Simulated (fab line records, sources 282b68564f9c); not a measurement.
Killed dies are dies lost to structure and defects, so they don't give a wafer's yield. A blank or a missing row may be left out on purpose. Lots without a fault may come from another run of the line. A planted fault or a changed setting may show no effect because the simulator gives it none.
Which tool did it? | flow rit_cmos | 7 lots, 21 wafers sampled, at 2 steps of a route of 202

WHAT THE GAUGES READ, wafer by wafer
RIT_ACTIVE_THK_MEAS_02.
lot  | measured    | on            | ACTIVE_OXIDE_THK (nm)
L246 | day 1 22:20 | film_metro-04 | 46.1 46.2 46.6
L249 | day 2 13:05 | film_metro-03 | 46.3 45.9 45.9
L251 | day 3 00:16 | film_metro-03 | 47.8 47.8 47.4
L260 | day 5 01:05 | film_metro-02 | 53.5 53.8 53.2
L262 | day 5 06:04 | film_metro-03 | 47.8 46.4 46.5
L265 | day 5 21:11 | film_metro-04 | 47.1 48.2 46.2
L267 | day 6 07:12 | film_metro-02 | 46.0 46.1 46.1

WHICH TOOL RAN EACH LOT (tool, then ch and the chambers of the sampled wafers, then the start)
lot  | RIT_ACTIVE_OXIDATION_01
L246 | furnace-03 ch 0, day 1 20:23
L249 | furnace-04 ch 0, day 2 11:08
L251 | furnace-01 ch 0, day 2 22:20
L260 | furnace-01 ch 0, day 4 23:08
L262 | furnace-03 ch 0, day 5 04:07
L265 | furnace-04 ch 0, day 5 19:14
L267 | furnace-04 ch 0, day 6 05:16
- RIT_ACTIVE_OXIDATION_01: target thk 46.8 nm, ox time 3360 s.

THE ANSWER, worked out from the rows above alone
Rule: what is usual is taken from the lots themselves. Put in order of their means at a reading, lots are off if they are a third of the lots or fewer, leave a main group of 4 or more, and stand apart from it by a gap of 3 or more times the standard deviation of the main group's means; of several such gaps the widest counts. A main group whose means are all the same, to the digits that the tables above print for the reading, isn't used. A lot without any number at a reading at which 4 lots or more have one is off too. The other lots that the step has rows for count as sound.
Off: L260, at RIT_ACTIVE_THK_MEAS_02 (ACTIVE_OXIDE_THK). The main group: mean 46.7 nm, standard deviation 0.61.
A tool fits if, at a process step before that reading, it ran every lot that is off, and no sound lot after the first of them. The gauges at RIT_ACTIVE_THK_MEAS_02 are tried like those tools. One fits: furnace-01 at RIT_ACTIVE_OXIDATION_01. Its last sound lot is L251 (day 2 22:20), its first lot that is off L260 (day 4 23:08): a fault that began between those two fits.

WHAT THE SIMULATOR HAD PUT IN
Process parameter drift: furnace-01, from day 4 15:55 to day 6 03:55, at RIT_ACTIVE_OXIDATION_01. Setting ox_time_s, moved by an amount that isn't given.
Lots struck among those shown: L260. The rule above found the same.
